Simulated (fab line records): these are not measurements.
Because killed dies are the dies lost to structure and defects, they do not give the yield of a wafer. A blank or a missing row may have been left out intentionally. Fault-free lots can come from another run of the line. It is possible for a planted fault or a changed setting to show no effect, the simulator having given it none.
Which of the tools did it? | flow berkeley_cmos170 | 14 lots, 42 wafers sampled, at 3 steps of a route of 331

== WHAT EACH GAUGE READ, for each wafer ==
UCB170_V1_CD_MEAS_12 targets a cd of 700 nm. Usual: cd_nm at 699.7 nm, with a standard deviation of 1.4.
lot  | measured     | on        | cd_nm (nm)        | flag
L853 | day 7 22:48  | cd_sem-01 | 701.9 700.9 701.0 |
L852 | day 8 02:44  | cd_sem-02 | 700.9 701.4 701.5 |
L855 | day 8 03:02  | cd_sem-02 | 698.8 700.3 699.1 |
L856 | day 8 02:48  | cd_sem-01 | 697.3 699.4 698.6 |
L858 | day 8 12:02  | cd_sem-02 | 699.0 699.1 699.4 |
L857 | day 8 12:16  | cd_sem-02 | 696.7 697.2 696.9 |
L860 | day 9 08:34  | cd_sem-02 | 699.4 698.9 699.2 |
L861 | day 9 14:42  | cd_sem-02 | 701.2 700.0 700.2 |
L862 | day 9 20:11  | cd_sem-01 | 698.0 699.6 699.7 |
L864 | day 10 03:05 | cd_sem-02 | 700.9 701.4 701.6 |
L865 | day 10 03:23 | cd_sem-02 | 700.1 699.8 700.0 |
L866 | day 10 17:37 | cd_sem-02 | 701.8 701.2 701.7 |
L870 | day 11 15:37 | cd_sem-01 | 696.5 696.4 698.3 |
L871 | day 11 15:55 | cd_sem-02 | 701.9 703.4 702.1 |

== EACH LOT AND THE TOOL THAT RAN IT (in order: tool; ch and the chambers of the sampled wafers; start) ==
lot  | UCB170_NLDD_CLEAN_12            | UCB170_CONTACT_ETCH_17
L853 | wet_bench-02 ch 1, day 6 18:25  | rie_diel-01 ch 1,2, day 7 12:55
L852 | wet_bench-02 ch 2, day 6 18:54  | rie_diel-02 ch 0,1,3, day 7 13:09
L855 | wet_bench-03 ch 1, day 6 21:20  | rie_diel-01 ch 0,2,3, day 7 14:06
L856 | wet_bench-03 ch 1, day 6 21:41  | rie_diel-02 ch 1,3, day 7 14:26
L858 | wet_bench-02 ch 3, day 7 12:14  | rie_diel-01 ch 2,3, day 8 01:44
L857 | wet_bench-03 ch 2, day 7 12:37  | rie_diel-02 ch 0,1,3, day 8 02:22
L860 | wet_bench-01 ch 2, day 8 07:28  | rie_diel-03 ch 2,3, day 9 00:52
L861 | wet_bench-01 ch 3, day 8 15:07  | rie_diel-01 ch 0,1,2, day 9 05:59
L862 | wet_bench-02 ch 3, day 8 20:50  | rie_diel-01 ch 0,2,3, day 9 09:50
L864 | wet_bench-03 ch 0, day 9 02:53  | rie_diel-02 ch 1,2,3, day 9 18:35
L865 | wet_bench-03 ch 0, day 9 02:53  | rie_diel-01 ch 0,1,3, day 9 19:33
L866 | wet_bench-03 ch 1, day 9 18:37  | rie_diel-03 ch 0,3, day 10 09:04
L870 | wet_bench-02 ch 2, day 10 11:25 | rie_diel-01 ch 0,2,3, day 11 02:43
L871 | wet_bench-02 ch 1, day 10 11:37 | rie_diel-03 ch 0,1, day 11 03:40
- UCB170_NLDD_CLEAN_12: cleans in SPM, time 600 s.
- UCB170_CONTACT_ETCH_17: etches BARC in N2/H2.

== WHAT THE TOOLS THEMSELVES READ (means of the sampled wafers that have a number; where no wafer has one, the mark that the record gives instead) ==
UCB170_CONTACT_ETCH_17. Usual: drypump_motor_current_A 5.7 A, standard deviation 0.58; oes_product_au 0.995 a.u., standard deviation 0.019; rf_fwd_power_W 495.7 W, standard deviation 2.2; throttle_valve_pct 13.37 %, standard deviation 0.17.
lot  | tool        | drypump_motor_current_A (A) | oes_product_au (a.u.) | rf_fwd_power_W (W) | throttle_valve_pct (%) | flag
L853 | rie_diel-01 | 5.1                         | 1.000                 | 495.8              | 13.44                  |
L852 | rie_diel-02 | 5.7                         | 0.999                 | 493.2              | 13.53                  |
L855 | rie_diel-01 | 5.5                         | 0.998                 | 496.0              | 13.25                  |
L856 | rie_diel-02 | 5.7                         | 1.000                 | 493.6              | 13.63                  |
L858 | rie_diel-01 | 5.2                         | 1.022                 | 497.4              | 13.34                  |
L857 | rie_diel-02 | 5.7                         | 0.994                 | 495.1              | 13.53                  |
L860 | rie_diel-03 | 6.6                         | 1.005                 | 494.8              | 13.37                  |
L861 | rie_diel-01 | 5.3                         | 0.989                 | 498.1              | 13.37                  |
L862 | rie_diel-01 | 5.5                         | 1.002                 | 497.4              | 13.26                  |
L864 | rie_diel-02 | 5.4                         | 0.999                 | 494.6              | 13.44                  |
L865 | rie_diel-01 | 5.5                         | 0.986                 | 494.6              | 13.25                  |
L866 | rie_diel-03 | 6.5                         | 0.989                 | 494.4              | 13.31                  |
L870 | rie_diel-01 | 5.5                         | 0.991                 | 496.9              | 13.25                  |
L871 | rie_diel-03 | 6.0                         | 0.985                 | 497.8              | 13.48                  |

== THE ANSWER, worked out from the rows above alone ==
Rule: lot off if the mean of its wafers having a number is beyond 3 standard deviations from the usual mean. Also off: a lot with no number at a reading for which 4 or more lots have one. Where the step has rows for the other lots, those lots are counted as sound. First the gauges in route order, then the tools' own readings, where a lot's mean is used as printed above. At the first step where some lot is off, the reading lying furthest off is the one used; lots without a number count as furthest.
None of the lots is off at any reading shown; this tells nothing.

== WHAT THE SIMULATOR HAD INSERTED ==
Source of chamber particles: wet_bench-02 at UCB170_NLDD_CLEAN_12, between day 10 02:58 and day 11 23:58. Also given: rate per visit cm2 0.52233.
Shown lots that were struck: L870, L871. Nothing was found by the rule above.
